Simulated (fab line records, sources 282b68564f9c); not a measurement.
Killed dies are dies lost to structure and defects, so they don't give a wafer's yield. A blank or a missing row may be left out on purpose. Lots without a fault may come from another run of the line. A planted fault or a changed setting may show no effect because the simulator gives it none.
Split-lot experiment | flow rit_cmos | 5 lots, 23 wafers read, on a route of 202 steps

THE SPLIT
At RIT_GATE_CVD_08 (deposits poly-Si from SiH4, target thk 250 nm, time 2220 s), the setting temp_c was moved away from the recipe's 610 C on 15 of the 23 wafers read, by -1.9% to +2.7%. The other wafers ran this setting at the recipe's value.

FROM THE SPLIT TO THE READING: what the file shows between them, 1 step
- RIT_GATE_THK_MEAS_09

THE READING
oes_product_au, in a.u., at RIT_GATE_ETCH_19 (etches poly-Si in SF6/CHF3/O2, stops on SiO2, time 165 s, target depth 312.5 nm). Fault-free wafers of this fab line usually give 0.845 a.u., standard deviation 0.013 a.u..

wafer  | tool, chamber at the split | temp_c as run, C | against the recipe | oes_product_au, a.u. | against lot-mates on the recipe
L075.1 | -, -                       | 598.5            | -1.9%              | 0.706                | no lot-mate on the recipe
L075.2 | -, -                       | 598.5            | -1.9%              | 0.714                | no lot-mate on the recipe
L075.3 | -, -                       | 598.5            | -1.9%              | 0.692                | no lot-mate on the recipe
L075.4 | -, -                       | 598.5            | -1.9%              | 0.696                | no lot-mate on the recipe
L075.5 | -, -                       | 598.5            | -1.9%              | 0.707                | no lot-mate on the recipe
L076.1 | lpcvd-01, 0                | 610              | recipe             | 0.840                | -
L076.4 | lpcvd-01, 0                | 610              | recipe             | 0.840                | -
L076.5 | lpcvd-01, 0                | 610              | recipe             | 0.837                | -
L080.1 | -, -                       | 605              | -0.8%              | 0.777                | no lot-mate on the recipe
L080.2 | -, -                       | 605              | -0.8%              | 0.769                | no lot-mate on the recipe
L080.3 | -, -                       | 605              | -0.8%              | 0.768                | no lot-mate on the recipe
L080.4 | -, -                       | 605              | -0.8%              | 0.761                | no lot-mate on the recipe
L080.5 | -, -                       | 605              | -0.8%              | 0.755                | no lot-mate on the recipe
L082.1 | -, -                       | 610              | recipe             | 0.861                | -
L082.2 | -, -                       | 610              | recipe             | 0.835                | -
L082.3 | -, -                       | 610              | recipe             | 0.847                | -
L082.4 | -, -                       | 610              | recipe             | 0.833                | -
L082.5 | -, -                       | 610              | recipe             | 0.844                | -
L085.2 | -, -                       | 626.7            | +2.7%              | 0.924                | no lot-mate on the recipe
L085.3 | -, -                       | 626.7            | +2.7%              | 0.944                | no lot-mate on the recipe
L085.4 | -, -                       | 626.7            | +2.7%              | 1.009                | no lot-mate on the recipe
L085.5 | -, -                       | 626.7            | +2.7%              | 0.973                | no lot-mate on the recipe
L085.6 | -, -                       | 626.7            | +2.7%              | 0.941                | no lot-mate on the recipe

THE FIT
A straight line over all 23 wafers: oes_product_au changes by +0.0549 a.u. for each +1% of temp_c; r = +0.97; the points scatter about the line by 0.023 a.u..
Too few moved wafers have a lot-mate on the recipe to fit a line with each lot's own level taken away.

THE WHOLE CHAIN: every reading that the file lists as answering this split, in the file's order
step                 | what it does                                                                    | reading                                                                        | change (the file's fit)                  | r (the file's)
RIT_GATE_CVD_08      | deposits poly-Si from SiH4, target thk 250 nm, time 2220 s                      | poly-Si_of_GATE_CVD_08.thk_nm (the simulator's own value, which no gauge read) | +39.4 nm for each +1% of the setting     | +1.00
RIT_GATE_THK_MEAS_09 |                                                                                 | GATE_POLY_THK                                                                  | +39.3 for each +1% of the setting        | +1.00
RIT_GATE_ETCH_19     | etches poly-Si in SF6/CHF3/O2, stops on SiO2, time 165 s, target depth 312.5 nm | oes_product_au                                                                 | +0.0549 a.u. for each +1% of the setting | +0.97

THE FILE'S OWN FIT
oes_product_au changes by +0.0549 a.u. for each +1% of temp_c, r = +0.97.
